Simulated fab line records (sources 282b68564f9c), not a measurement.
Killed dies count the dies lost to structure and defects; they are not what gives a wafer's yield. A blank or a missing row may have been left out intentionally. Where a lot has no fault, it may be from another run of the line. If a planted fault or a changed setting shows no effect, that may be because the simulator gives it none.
Which tool was responsible? | flow ritCmos | 14 lots, 42 wafers sampled, at 4 steps of a route of 202

== WHAT THE GAUGES SHOWED, per wafer ==
RIT_M1_BOW_MEAS_16.
lot  | measured    | on           | M1_BOW (um)
L689 | day 4 12:08 | filmMetro-02 | 30 24 22
L693 | day 4 22:08 | filmMetro-02 | 15 18 11
L692 | day 5 00:05 | filmMetro-02 | 13 7 8
L696 | day 5 09:47 | filmMetro-04 | 23 15 19
L697 | day 5 12:30 | filmMetro-02 | 27 25 24
L698 | day 5 18:10 | filmMetro-02 | 15 15 16
L699 | day 5 22:44 | filmMetro-03 | 16 11 20
L700 | day 6 03:15 | filmMetro-02 | 13 -3 11
L701 | day 6 08:17 | filmMetro-04 | 17 16 16
L702 | day 6 15:26 | filmMetro-02 | 10 35 4
L703 | day 6 17:27 | filmMetro-02 | 14 26 27
L704 | day 7 06:50 | filmMetro-02 | 10 18 8
L708 | day 7 16:47 | filmMetro-02 | 17 21 15
L709 | day 8 04:14 | filmMetro-03 | 13 10 9

== TOOL THAT RAN EACH LOT (tool first, then ch and the chambers of the sampled wafers, then the start) ==
lot  | RIT_GATE_ETCH_19               | RIT_SDANNEAL_RTA_03            | RIT_CONTACT_STRIP_12
L689 | rieSi-01 ch 0,1,3, day 3 14:31 | rtpAnneal-02 ch 0, day 4 04:47 | plasmaAsher-01 ch 0,1, day 4 07:27
L693 | rieSi-02 ch 0,1,2, day 4 00:17 | rtpAnneal-01 ch 0, day 4 14:42 | plasmaAsher-02 ch 0,1, day 4 17:28
L692 | rieSi-01 ch 0,1,2, day 4 01:01 | rtpAnneal-02 ch 0, day 4 16:22 | plasmaAsher-03 ch 0,1, day 4 19:18
L696 | rieSi-02 ch 0,2, day 4 12:15   | rtpAnneal-01 ch 0, day 5 02:29 | plasmaAsher-03 ch 0,1, day 5 05:14
L697 | rieSi-01 ch 2,3, day 4 15:29   | rtpAnneal-02 ch 0, day 5 05:01 | plasmaAsher-02 ch 0,1, day 5 07:59
L698 | rieSi-02 ch 0,2, day 4 20:48   | rtpAnneal-01 ch 0, day 5 10:38 | plasmaAsher-03 ch 0,1, day 5 13:35
L699 | rieSi-01 ch 2,3, day 5 01:53   | rtpAnneal-02 ch 0, day 5 15:12 | plasmaAsher-03 ch 0,1, day 5 18:00
L700 | rieSi-02 ch 0,1,3, day 5 07:20 | rtpAnneal-01 ch 0, day 5 19:27 | plasmaAsher-03 ch 0,1, day 5 22:34
L701 | rieSi-01 ch 0,1,3, day 5 10:02 | rtpAnneal-02 ch 0, day 6 01:06 | plasmaAsher-03 ch 0,1, day 6 03:43
L702 | rieSi-02 ch 0,2,3, day 5 17:52 | rtpAnneal-01 ch 0, day 6 07:39 | plasmaAsher-03 ch 0,1, day 6 10:27
L703 | rieSi-01 ch 0,1, day 5 21:14   | rtpAnneal-02 ch 0, day 6 09:42 | plasmaAsher-02 ch 0,1, day 6 12:46
L704 | rieSi-02 ch 0,3, day 5 23:10   | rtpAnneal-01 ch 0, day 6 13:38 | plasmaAsher-02 ch 0,1, day 6 16:20
L708 | rieSi-02 ch 1,3, day 6 18:20   | rtpAnneal-01 ch 0, day 7 08:42 | plasmaAsher-01 ch 0,1, day 7 11:23
L709 | rieSi-01 ch 1,2,3, day 7 08:31 | rtpAnneal-02 ch 0, day 7 20:48 | plasmaAsher-01 ch 0,1, day 7 23:38
- RIT_GATE_ETCH_19: etches poly-Si in SF6/CHF3/O2, stops on SiO2, time 165 s, target depth 312.5 nm.
- RIT_SDANNEAL_RTA_03: time 5 s.
- RIT_CONTACT_STRIP_12: strips in O2, time 180 s.

== WHAT THE TOOLS THEMSELVES READ (means of the sampled wafers that have a number; where no wafer has one, the mark that the record gives instead) ==
RIT_GATE_ETCH_19.
lot  | tool     | O2_flow_sccm (sccm) | drypumpMotorCurrentA (A) | oesProductAu (a.u.) | throttleValvePct (%)
L689 | rieSi-01 | 4.998               | 6.2                      | 0.851               | 10.40
L693 | rieSi-02 | 5.002               | 5.4                      | 0.847               | 10.16
L692 | rieSi-01 | 5.007               | 6.0                      | 0.848               | 10.34
L696 | rieSi-02 | 5.002               | 5.1                      | 0.863               | 10.11
L697 | rieSi-01 | 5.007               | 5.6                      | 0.850               | 10.11
L698 | rieSi-02 | 5.001               | 5.1                      | 0.861               | 10.25
L699 | rieSi-01 | 4.983               | 5.5                      | 0.856               | 10.11
L700 | rieSi-02 | 5.004               | 5.8                      | 0.843               | 10.35
L701 | rieSi-01 | 4.997               | 6.2                      | 0.841               | 10.41
L702 | rieSi-02 | 4.997               | 5.5                      | 0.849               | 10.28
L703 | rieSi-01 | 4.997               | 6.3                      | 0.851               | 10.51
L704 | rieSi-02 | 4.993               | 5.9                      | 0.848               | 10.46
L708 | rieSi-02 | 4.988               | 6.1                      | 0.837               | 10.25
L709 | rieSi-01 | 4.990               | 5.9                      | 0.847               | 10.23

RIT_SDANNEAL_RTA_03.
lot  | tool         | wafer_temp_C_max
L689 | rtpAnneal-02 | 1053.1
L693 | rtpAnneal-01 | 1052.7
L692 | rtpAnneal-02 | 1053.7
L696 | rtpAnneal-01 | 1052.6
L697 | rtpAnneal-02 | 1053.1
L698 | rtpAnneal-01 | 1052.6
L699 | rtpAnneal-02 | 1052.5
L700 | rtpAnneal-01 | 1053.4
L701 | rtpAnneal-02 | 1054.0
L702 | rtpAnneal-01 | 1054.0
L703 | rtpAnneal-02 | 1054.1
L704 | rtpAnneal-01 | 1053.5
L708 | rtpAnneal-01 | 1053.5
L709 | rtpAnneal-02 | 1053.6

RIT_CONTACT_STRIP_12.
lot  | tool           | drypumpMotorCurrentA (A)
L689 | plasmaAsher-01 | 5.85
L693 | plasmaAsher-02 | 5.50
L692 | plasmaAsher-03 | 5.57
L696 | plasmaAsher-03 | 5.75
L697 | plasmaAsher-02 | 5.51
L698 | plasmaAsher-03 | 5.74
L699 | plasmaAsher-03 | 5.73
L700 | plasmaAsher-03 | 5.60
L701 | plasmaAsher-03 | 5.60
L702 | plasmaAsher-03 | 5.57
L703 | plasmaAsher-02 | 5.62
L704 | plasmaAsher-02 | 5.49
L708 | plasmaAsher-01 | 5.82
L709 | plasmaAsher-01 | 5.83

== THE ANSWER, worked out from the rows above alone ==
Rule: what is usual is taken from the lots themselves. The widest of any qualifying gaps counts: lots, ordered by their means at a reading, are off when they make up no more than a third of the lots, leave a main group of 4 or more, and stand apart from it by 3 or more times the standard deviation of that group's means. If all means in a main group match to the digits the tables above print for the reading, that group is not used. A lot without any number at a reading at which 4 lots or more have one is off too. All remaining lots with rows at the step are treated as sound. The gauges are gone through in route order, then the tools' own readings, and for those a lot's mean is taken as printed above. The first step at which some lot is off is used, and at that step the reading that is off furthest; a lot without a number counts as furthest.
Across all readings shown, no lot is off: no conclusion can be drawn from this.

== WHAT WAS PUT IN BY THE SIMULATOR ==
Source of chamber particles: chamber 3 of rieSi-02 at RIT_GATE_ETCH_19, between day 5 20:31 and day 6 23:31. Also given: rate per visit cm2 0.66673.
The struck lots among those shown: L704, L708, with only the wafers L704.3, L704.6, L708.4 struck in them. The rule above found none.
